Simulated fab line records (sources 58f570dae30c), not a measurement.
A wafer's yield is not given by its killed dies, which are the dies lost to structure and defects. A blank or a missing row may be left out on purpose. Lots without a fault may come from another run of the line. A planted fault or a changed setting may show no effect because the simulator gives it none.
Which tool is to blame? || flow berkeley_cmos170 || Sampling: 14 lots, 38 wafers, 5 of 331 route steps

WHAT THE GAUGES READ, wafer by wafer
UCB170_ACTIVE_THK_MEAS_03. Usual: ACTIVE_OXIDE_THK gives 26.6 nm (standard deviation 0.52).
{"lot": "L988", "measured": "day 4 07:35", "on": "film_metro-02", "ACTIVE_OXIDE_THK (nm)": "25.5 26.0 25.6", "flag": ""}
{"lot": "L990", "measured": "day 5 04:20", "on": "film_metro-02", "ACTIVE_OXIDE_THK (nm)": "27.3 27.2 26.9", "flag": ""}
{"lot": "L991", "measured": "day 5 04:22", "on": "film_metro-03", "ACTIVE_OXIDE_THK (nm)": "26.0 26.0 26.4", "flag": ""}
{"lot": "L993", "measured": "day 5 21:01", "on": "film_metro-04", "ACTIVE_OXIDE_THK (nm)": "26.9 26.3 26.4", "flag": ""}
{"lot": "L995", "measured": "day 5 21:04", "on": "film_metro-04", "ACTIVE_OXIDE_THK (nm)": "26.8 26.5 26.5", "flag": ""}
{"lot": "L994", "measured": "day 5 21:08", "on": "film_metro-04", "ACTIVE_OXIDE_THK (nm)": "26.6 26.1 26.7", "flag": ""}
{"lot": "L997", "measured": "day 6 12:39", "on": "film_metro-03", "ACTIVE_OXIDE_THK (nm)": "26.3 26.0 25.9", "flag": ""}
{"lot": "L103", "measured": "day 7 06:09", "on": "film_metro-04", "ACTIVE_OXIDE_THK (nm)": "26.9 26.6 26.7", "flag": ""}
{"lot": "L104", "measured": "day 7 18:42", "on": "film_metro-03", "ACTIVE_OXIDE_THK (nm)": "26.6 26.6 27.1", "flag": ""}
{"lot": "L105", "measured": "day 8 08:54", "on": "film_metro-03", "ACTIVE_OXIDE_THK (nm)": "27.3 27.3 27.2", "flag": ""}
{"lot": "L107", "measured": "day 8 08:54", "on": "film_metro-02", "ACTIVE_OXIDE_THK (nm)": "26.9 27.6 27.2", "flag": ""}
{"lot": "L109", "measured": "day 8 19:22", "on": "film_metro-03", "ACTIVE_OXIDE_THK (nm)": 26.6, "flag": ""}
{"lot": "L106", "measured": "day 8 19:23", "on": "film_metro-02", "ACTIVE_OXIDE_THK (nm)": 26.4, "flag": ""}
{"lot": "L111", "measured": "day 9 03:26", "on": "film_metro-02", "ACTIVE_OXIDE_THK (nm)": "26.5 26.5 26.5", "flag": ""}

UCB170_M1_CD_MEAS_90: the cd target is 700 nm. Usual: cd_nm reads 700.0 nm (standard deviation 1.7).
{"lot": "L988", "measured": "day 8 11:18", "on": "cd_sem-02", "cd_nm (nm)": "700.5 702.1 704.8", "flag": ""}
{"lot": "L990", "measured": "day 8 19:14", "on": "cd_sem-01", "cd_nm (nm)": "698.2 700.6 699.4", "flag": ""}
{"lot": "L991", "measured": "day 8 20:07", "on": "cd_sem-02", "cd_nm (nm)": "699.5 699.5 699.6", "flag": ""}
{"lot": "L993", "measured": "day 9 11:25", "on": "cd_sem-01", "cd_nm (nm)": "699.2 698.8 701.4", "flag": ""}
{"lot": "L995", "measured": "day 9 11:28", "on": "cd_sem-02", "cd_nm (nm)": "700.6 700.5 701.5", "flag": ""}
{"lot": "L994", "measured": "day 9 11:57", "on": "cd_sem-01", "cd_nm (nm)": "698.8 698.7 698.1", "flag": ""}
{"lot": "L997", "measured": "day 10 10:36", "on": "cd_sem-01", "cd_nm (nm)": "698.3 698.8 697.4", "flag": ""}
{"lot": "L103", "measured": "day 10 22:06", "on": "cd_sem-01", "cd_nm (nm)": "703.7 704.7 703.2", "flag": ""}
{"lot": "L104", "measured": "day 11 13:36", "on": "cd_sem-02", "cd_nm (nm)": "700.7 698.8 700.0", "flag": ""}
{"lot": "L105", "measured": "day 12 00:22", "on": "cd_sem-01", "cd_nm (nm)": "701.4 700.6 700.6", "flag": ""}
{"lot": "L107", "measured": "day 12 00:36", "on": "cd_sem-02", "cd_nm (nm)": "698.0 697.8 698.6", "flag": ""}
{"lot": "L109", "measured": "day 12 15:16", "on": "cd_sem-01", "cd_nm (nm)": 715.7, "flag": "OFF"}
{"lot": "L106", "measured": "day 12 17:16", "on": "cd_sem-02", "cd_nm (nm)": 719.6, "flag": "OFF"}
{"lot": "L111", "measured": "day 12 17:31", "on": "cd_sem-02", "cd_nm (nm)": "700.0 698.0 698.7", "flag": ""}

UCB170_V1_OVL_MEAS_13. Usual: V1_OVL gives -3 nm (standard deviation 5.9).
{"lot": "L988", "measured": "day 8 15:26", "on": "overlay-01", "V1_OVL (nm)": "-1 4 4", "flag": ""}
{"lot": "L990", "measured": "day 8 23:50", "on": "overlay-02", "V1_OVL (nm)": "-3 -12 -4", "flag": ""}
{"lot": "L991", "measured": "day 9 00:07", "on": "overlay-01", "V1_OVL (nm)": "-6 1 -8", "flag": ""}
{"lot": "L993", "measured": "day 9 15:34", "on": "overlay-01", "V1_OVL (nm)": "-14 -3 -5", "flag": ""}
{"lot": "L995", "measured": "day 9 16:08", "on": "overlay-01", "V1_OVL (nm)": "1 -7 -2", "flag": ""}
{"lot": "L994", "measured": "day 9 16:23", "on": "overlay-01", "V1_OVL (nm)": "5 -2 10", "flag": ""}
{"lot": "L997", "measured": "day 10 14:26", "on": "overlay-01", "V1_OVL (nm)": "-2 -1 -5", "flag": ""}
{"lot": "L103", "measured": "day 11 02:53", "on": "overlay-02", "V1_OVL (nm)": "-2 -3 2", "flag": ""}
{"lot": "L104", "measured": "day 11 17:08", "on": "overlay-02", "V1_OVL (nm)": "-2 1 -3", "flag": ""}
{"lot": "L105", "measured": "day 12 05:47", "on": "overlay-01", "V1_OVL (nm)": "-10 -9 -12", "flag": ""}
{"lot": "L107", "measured": "day 12 05:53", "on": "overlay-02", "V1_OVL (nm)": "3 -3 -10", "flag": ""}
{"lot": "L111", "measured": "day 12 21:28", "on": "overlay-01", "V1_OVL (nm)": "-8 -4 -1", "flag": ""}

UCB170_M3_RS_MEAS_02: the measuring method here is four-point-probe. Usual: M3_AL_RS gives 0.0321 ohm/sq (standard deviation 0.00036).
{"lot": "L988", "measured": "day 8 21:38", "on": "film_metro-03", "M3_AL_RS (ohm/sq)": "0.0325 0.0326 0.0323", "flag": ""}
{"lot": "L990", "measured": "day 9 06:56", "on": "film_metro-02", "M3_AL_RS (ohm/sq)": "0.0327 0.0326 0.0325", "flag": ""}
{"lot": "L991", "measured": "day 9 07:10", "on": "film_metro-03", "M3_AL_RS (ohm/sq)": "0.0326 0.0324 0.0327", "flag": ""}
{"lot": "L993", "measured": "day 9 21:34", "on": "film_metro-04", "M3_AL_RS (ohm/sq)": "0.0322 0.0322 0.0321", "flag": ""}
{"lot": "L995", "measured": "day 9 22:41", "on": "film_metro-03", "M3_AL_RS (ohm/sq)": "0.0320 0.0320 0.0322", "flag": ""}
{"lot": "L994", "measured": "day 9 22:44", "on": "film_metro-04", "M3_AL_RS (ohm/sq)": "0.0325 0.0324 0.0324", "flag": ""}
{"lot": "L997", "measured": "day 10 21:37", "on": "film_metro-02", "M3_AL_RS (ohm/sq)": "0.0321 0.0321 0.0321", "flag": ""}
{"lot": "L103", "measured": "day 11 09:43", "on": "film_metro-02", "M3_AL_RS (ohm/sq)": "0.0322 0.0323 0.0322", "flag": ""}
{"lot": "L104", "measured": "day 12 01:02", "on": "film_metro-02", "M3_AL_RS (ohm/sq)": "0.0322 0.0323 0.0320", "flag": ""}
{"lot": "L105", "measured": "day 12 13:42", "on": "film_metro-04", "M3_AL_RS (ohm/sq)": "0.0329 0.0325 0.0325", "flag": ""}
{"lot": "L107", "measured": "day 12 13:59", "on": "film_metro-04", "M3_AL_RS (ohm/sq)": "0.0318 0.0324 0.0319", "flag": ""}
{"lot": "L111", "measured": "day 13 06:26", "on": "film_metro-03", "M3_AL_RS (ohm/sq)": "0.0315 0.0316 0.0314", "flag": ""}

EACH LOT AND THE TOOL THAT RAN IT (in order: tool; ch and the chambers of the sampled wafers; start)
{"lot": "L988", "UCB170_M1_METAL_ETCH_12": "rie_metal-01 ch 0,1, day 8 11:04"}
{"lot": "L990", "UCB170_M1_METAL_ETCH_12": "rie_metal-01 ch 0,1, day 8 18:59"}
{"lot": "L991", "UCB170_M1_METAL_ETCH_12": "rie_metal-03 ch 0,1, day 8 19:52"}
{"lot": "L993", "UCB170_M1_METAL_ETCH_12": "rie_metal-01 ch 0, day 9 11:05"}
{"lot": "L995", "UCB170_M1_METAL_ETCH_12": "rie_metal-04 ch 0,1, day 9 11:14"}
{"lot": "L994", "UCB170_M1_METAL_ETCH_12": "rie_metal-03 ch 0,1, day 9 11:43"}
{"lot": "L997", "UCB170_M1_METAL_ETCH_12": "rie_metal-04 ch 0, day 10 10:16"}
{"lot": "L103", "UCB170_M1_METAL_ETCH_12": "rie_metal-03 ch 0, day 10 21:52"}
{"lot": "L104", "UCB170_M1_METAL_ETCH_12": "rie_metal-01 ch 0,1, day 11 13:20"}
{"lot": "L105", "UCB170_M1_METAL_ETCH_12": "rie_metal-04 ch 0,1, day 12 00:06"}
{"lot": "L107", "UCB170_M1_METAL_ETCH_12": "rie_metal-01 ch 0,1, day 12 00:21"}
{"lot": "L109", "UCB170_M1_METAL_ETCH_12": "rie_metal-01 ch 1, day 12 15:02"}
{"lot": "L106", "UCB170_M1_METAL_ETCH_12": "rie_metal-01 ch 1, day 12 17:02"}
{"lot": "L111", "UCB170_M1_METAL_ETCH_12": "rie_metal-04 ch 0,1, day 12 17:15"}
- UCB170_M1_METAL_ETCH_12: etches Al in Cl2/BCl3, stops on PSG, target depth 780 nm, time 130 s.

WHAT THE TOOLS THEMSELVES READ (means of the sampled wafers that have a number; where no wafer has one, the mark that the record gives instead)
UCB170_M1_METAL_ETCH_12. Usual: drypump_motor_current_A 5.8 A, standard deviation 0.32; oes_product_au 0.848 a.u., standard deviation 0.0082; run_length_s 158.4 s, standard deviation 0.43; throttle_valve_pct 24.38 %, standard deviation 0.19.
{"lot": "L988", "tool": "rie_metal-01", "drypump_motor_current_A (A)": 6.0, "oes_product_au (a.u.)": 0.845, "run_length_s (s)": 158.2, "throttle_valve_pct (%)": 24.31, "flag": ""}
{"lot": "L990", "tool": "rie_metal-01", "drypump_motor_current_A (A)": 5.9, "oes_product_au (a.u.)": 0.846, "run_length_s (s)": 158.1, "throttle_valve_pct (%)": 24.26, "flag": ""}
{"lot": "L991", "tool": "rie_metal-03", "drypump_motor_current_A (A)": 5.6, "oes_product_au (a.u.)": 0.857, "run_length_s (s)": 158.4, "throttle_valve_pct (%)": 24.35, "flag": ""}
{"lot": "L993", "tool": "rie_metal-01", "drypump_motor_current_A (A)": 5.8, "oes_product_au (a.u.)": 0.839, "run_length_s (s)": 158.2, "throttle_valve_pct (%)": 24.19, "flag": ""}
{"lot": "L995", "tool": "rie_metal-04", "drypump_motor_current_A (A)": 5.9, "oes_product_au (a.u.)": 0.844, "run_length_s (s)": 158.4, "throttle_valve_pct (%)": 24.73, "flag": ""}
{"lot": "L994", "tool": "rie_metal-03", "drypump_motor_current_A (A)": 5.6, "oes_product_au (a.u.)": 0.861, "run_length_s (s)": 158.4, "throttle_valve_pct (%)": 24.36, "flag": ""}
{"lot": "L997", "tool": "rie_metal-04", "drypump_motor_current_A (A)": 6.3, "oes_product_au (a.u.)": 0.847, "run_length_s (s)": 158.3, "throttle_valve_pct (%)": 24.70, "flag": ""}
{"lot": "L103", "tool": "rie_metal-03", "drypump_motor_current_A (A)": 5.4, "oes_product_au (a.u.)": 0.849, "run_length_s (s)": 158.3, "throttle_valve_pct (%)": 24.42, "flag": ""}
{"lot": "L104", "tool": "rie_metal-01", "drypump_motor_current_A (A)": 5.9, "oes_product_au (a.u.)": 0.841, "run_length_s (s)": 158.0, "throttle_valve_pct (%)": 24.29, "flag": ""}
{"lot": "L105", "tool": "rie_metal-04", "drypump_motor_current_A (A)": 5.6, "oes_product_au (a.u.)": 0.841, "run_length_s (s)": 158.0, "throttle_valve_pct (%)": 24.75, "flag": ""}
{"lot": "L107", "tool": "rie_metal-01", "drypump_motor_current_A (A)": 6.0, "oes_product_au (a.u.)": 0.845, "run_length_s (s)": 158.5, "throttle_valve_pct (%)": 24.37, "flag": ""}
{"lot": "L109", "tool": "rie_metal-01", "drypump_motor_current_A (A)": 6.1, "oes_product_au (a.u.)": 0.989, "run_length_s (s)": 85.4, "throttle_valve_pct (%)": 24.40, "flag": "OFF"}
{"lot": "L106", "tool": "rie_metal-01", "drypump_motor_current_A (A)": 6.1, "oes_product_au (a.u.)": 0.998, "run_length_s (s)": 85.4, "throttle_valve_pct (%)": 24.40, "flag": "OFF"}
{"lot": "L111", "tool": "rie_metal-04", "drypump_motor_current_A (A)": 5.6, "oes_product_au (a.u.)": 0.846, "run_length_s (s)": 158.2, "throttle_valve_pct (%)": 24.74, "flag": ""}

THE ANSWER, worked out from the rows above alone
Rule: a lot counts as off when the mean over its wafers that have a number is more than 3 standard deviations away from the usual mean. Also off: a lot with no number at a reading for which 4 or more lots have one. All remaining lots with rows at the step are treated as sound. The gauges are gone through in route order, then the tools' own readings, and for those a lot's mean is taken as printed above. At the first step where some lot is off, the reading lying furthest off is the one used; lots without a number count as furthest.
Off, at UCB170_M1_CD_MEAS_90 on cd_nm: L109, L106.
A tool fits if, at a process step before that reading, it ran every lot that is off, and no sound lot after the first of them. The gauges at UCB170_M1_CD_MEAS_90 aren't tried: what is off there is off at UCB170_M1_METAL_ETCH_12 too, on other tools, and a gauge's error can't cause that. One candidate fits, namely rie_metal-01 at UCB170_M1_METAL_ETCH_12. A fault onset in the window from L107 (day 12 00:21, its last sound lot) to L109 (day 12 15:02, its first lot off) fits.
The tool's own readings at UCB170_M1_METAL_ETCH_12 bear it out: on the lots that are off they differ by more than 5 times the standard deviation of the sound lots' means. oes_product_au reads 0.994 a.u. there against 0.847 a.u. on the sound lots; run_length_s reads 85.4 s there against 158.2 s on the sound lots.

WHAT WAS PUT IN BY THE SIMULATOR
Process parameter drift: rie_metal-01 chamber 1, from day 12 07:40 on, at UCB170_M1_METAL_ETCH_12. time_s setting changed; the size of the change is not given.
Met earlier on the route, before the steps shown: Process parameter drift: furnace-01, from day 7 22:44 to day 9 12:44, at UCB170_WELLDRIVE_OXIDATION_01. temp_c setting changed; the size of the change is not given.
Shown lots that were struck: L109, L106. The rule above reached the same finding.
